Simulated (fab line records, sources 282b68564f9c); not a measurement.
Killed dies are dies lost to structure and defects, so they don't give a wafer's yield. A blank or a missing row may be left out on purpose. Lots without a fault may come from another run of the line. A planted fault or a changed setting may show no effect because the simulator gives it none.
Which tool did it? | flow rit_cmos | 13 lots, 39 wafers sampled, at 5 steps of a route of 202

WHAT THE GAUGES READ, wafer by wafer
RIT_GATE_CD_MEAS_16: target cd 150 nm. Usual: cd_nm 149.6 nm, standard deviation 2.5.
lot  | measured    | on        | cd_nm (nm)        | flag
L712 | day 2 21:47 | cd_sem-01 | 154.7 154.3 151.5 |
L713 | day 3 03:17 | cd_sem-01 | 148.9 149.3 149.5 |
L714 | day 3 03:34 | cd_sem-02 | 148.7 146.5 145.3 |
L715 | day 3 10:50 | cd_sem-01 | 152.1 152.9 152.7 |
L716 | day 3 11:00 | cd_sem-02 | 152.4 152.5 151.4 |
L717 | day 3 14:35 | cd_sem-02 | 149.2 149.5 150.6 |
L719 | day 4 03:18 | cd_sem-01 | 150.8 150.1 148.9 |
L720 | day 4 06:33 | cd_sem-02 | 148.6 147.9 149.6 |
L722 | day 4 19:11 | cd_sem-01 | 150.5 148.1 148.0 |
L723 | day 5 07:08 | cd_sem-01 | 149.3 148.6 149.3 |
L725 | day 5 07:50 | cd_sem-01 | 148.2 148.5 147.9 |
L726 | day 5 15:17 | cd_sem-02 | 163.2 163.9 164.6 | OFF
L727 | day 5 21:25 | cd_sem-01 | 149.2 151.1 150.2 |

RIT_GATE_OVL_MEAS_17. Usual: GATE_OVL 0.6 nm, standard deviation 1.5.
lot  | measured    | on         | GATE_OVL (nm)  | flag
L712 | day 2 21:55 | overlay-02 | 0.8 1.6 0.9    |
L713 | day 3 03:25 | overlay-01 | 2.3 2.7 1.6    |
L714 | day 3 03:40 | overlay-01 | 0.4 1.2 -0.2   |
L715 | day 3 10:55 | overlay-01 | 1.4 -0.4 1.8   |
L716 | day 3 11:07 | overlay-01 | 0.5 0.4 -0.7   |
L717 | day 3 14:43 | overlay-01 | 2.4 1.3 0.7    |
L719 | day 4 03:23 | overlay-01 | 0.5 2.6 3.9    |
L720 | day 4 06:40 | overlay-01 | 0.9 0.7 1.3    |
L722 | day 4 19:17 | overlay-02 | 1.7 1.6 0.8    |
L723 | day 5 07:14 | overlay-02 | 1.8 1.7 2.2    |
L725 | day 5 07:58 | overlay-02 | -0.6 -2.2 -1.4 |
L726 | day 5 15:25 | overlay-01 | 2.8 -0.5 0.3   |
L727 | day 5 21:32 | overlay-01 | -0.1 0.5 -0.7  |

RIT_SDANNEAL_RS_MEAS_06: measures by four-point-probe. Usual: PLDD_RS 179.0 ohm/sq, standard deviation 0.4.
lot  | measured    | on            | PLDD_RS (ohm/sq)  | flag
L712 | day 3 12:32 | film_metro-03 | 179.6 179.0 179.1 |
L713 | day 3 18:35 | film_metro-03 | 179.3 179.4 179.1 |
L714 | day 3 20:02 | film_metro-02 | 178.7 178.6 178.8 |
L715 | day 4 00:30 | film_metro-02 | 179.6 179.3 179.0 |
L716 | day 4 01:56 | film_metro-04 | 179.3 179.1 179.4 |
L717 | day 4 04:23 | film_metro-03 | 178.8 178.6 178.7 |
L719 | day 4 18:53 | film_metro-02 | 178.2 178.6 179.0 |
L720 | day 4 20:34 | film_metro-04 | 178.9 179.0 179.3 |
L722 | day 5 08:59 | film_metro-03 | 178.8 179.3 178.1 |
L723 | day 5 19:50 | film_metro-04 | 178.8 179.3 178.8 |
L725 | day 5 23:44 | film_metro-03 | 179.6 179.6 179.5 |
L726 | day 6 05:17 | film_metro-03 | 179.1 178.6 179.0 |
L727 | day 6 10:44 | film_metro-03 | 179.1 179.2 179.3 |

WHICH TOOL RAN EACH LOT (tool, then ch and the chambers of the sampled wafers, then the start)
lot  | RIT_GATE_EXPOSE_13                 | RIT_NSD_STRIP_09
L712 | iline_stepper-02 ch 0, day 2 21:14 | plasma_asher-02 ch 0,1, day 3 09:49
L713 | iline_stepper-02 ch 0, day 3 02:53 | plasma_asher-03 ch 0,1, day 3 15:54
L714 | iline_stepper-02 ch 0, day 3 03:01 | plasma_asher-03 ch 0,1, day 3 17:23
L715 | iline_stepper-01 ch 0, day 3 10:25 | plasma_asher-02 ch 0,1, day 3 21:58
L716 | iline_stepper-02 ch 0, day 3 10:36 | plasma_asher-01 ch 0,1, day 3 23:25
L717 | iline_stepper-02 ch 0, day 3 14:11 | plasma_asher-02 ch 0,1, day 4 02:02
L719 | iline_stepper-02 ch 0, day 4 02:54 | plasma_asher-02 ch 0,1, day 4 15:55
L720 | iline_stepper-02 ch 0, day 4 06:09 | plasma_asher-03 ch 0,1, day 4 18:04
L722 | iline_stepper-02 ch 0, day 4 18:47 | plasma_asher-02 ch 0,1, day 5 06:34
L723 | iline_stepper-02 ch 0, day 5 06:44 | plasma_asher-03 ch 0,1, day 5 17:25
L725 | iline_stepper-01 ch 0, day 5 07:25 | plasma_asher-01 ch 0,1, day 5 20:59
L726 | iline_stepper-02 ch 0, day 5 14:53 | plasma_asher-02 ch 0,1, day 6 02:56
L727 | iline_stepper-01 ch 0, day 5 21:01 | plasma_asher-03 ch 0,1, day 6 08:23
- RIT_GATE_EXPOSE_13: exposes mask M6, target cd 150 nm.
- RIT_NSD_STRIP_09: strips in O2, time 180 s.

WHAT THE TOOLS THEMSELVES READ (means of the sampled wafers that have a number; where no wafer has one, the mark that the record gives instead)
RIT_NSD_STRIP_09. Usual: drypump_motor_current_A 5.5 A, standard deviation 0.43; rf_refl_power_W 6.6 W, standard deviation 0.65.
lot  | tool            | drypump_motor_current_A (A) | rf_refl_power_W (W) | flag
L712 | plasma_asher-02 | 5.6                         | 6.9                 |
L713 | plasma_asher-03 | 5.6                         | 6.7                 |
L714 | plasma_asher-03 | 5.7                         | 6.6                 |
L715 | plasma_asher-02 | 5.6                         | 7.1                 |
L716 | plasma_asher-01 | 5.1                         | 6.3                 |
L717 | plasma_asher-02 | 5.6                         | 7.0                 |
L719 | plasma_asher-02 | 5.9                         | 7.1                 |
L720 | plasma_asher-03 | 5.7                         | 6.4                 |
L722 | plasma_asher-02 | 5.6                         | 7.2                 |
L723 | plasma_asher-03 | 5.8                         | 7.3                 |
L725 | plasma_asher-01 | 5.1                         | 6.0                 |
L726 | plasma_asher-02 | 5.8                         | 7.1                 |
L727 | plasma_asher-03 | 5.7                         | 6.5                 |

THE ANSWER, worked out from the rows above alone
Rule: a lot is off if the mean of its wafers that have a number lies more than 3 standard deviations from the usual mean. A lot without any number at a reading at which 4 lots or more have one is off too. The other lots that the step has rows for count as sound. The gauges are gone through in route order, then the tools' own readings, and for those a lot's mean is taken as printed above. The first step at which some lot is off is used, and at that step the reading that is off furthest; a lot without a number counts as furthest.
Off: L726, at RIT_GATE_CD_MEAS_16 (cd_nm).
A tool fits if, at a process step before that reading, it ran every lot that is off, and no sound lot after the first of them. The gauges at RIT_GATE_CD_MEAS_16 are tried like those tools. Can't be told from this: 2 tools fit, iline_stepper-02 at RIT_GATE_EXPOSE_13, cd_sem-02 at RIT_GATE_CD_MEAS_16.

WHAT THE SIMULATOR HAD PUT IN
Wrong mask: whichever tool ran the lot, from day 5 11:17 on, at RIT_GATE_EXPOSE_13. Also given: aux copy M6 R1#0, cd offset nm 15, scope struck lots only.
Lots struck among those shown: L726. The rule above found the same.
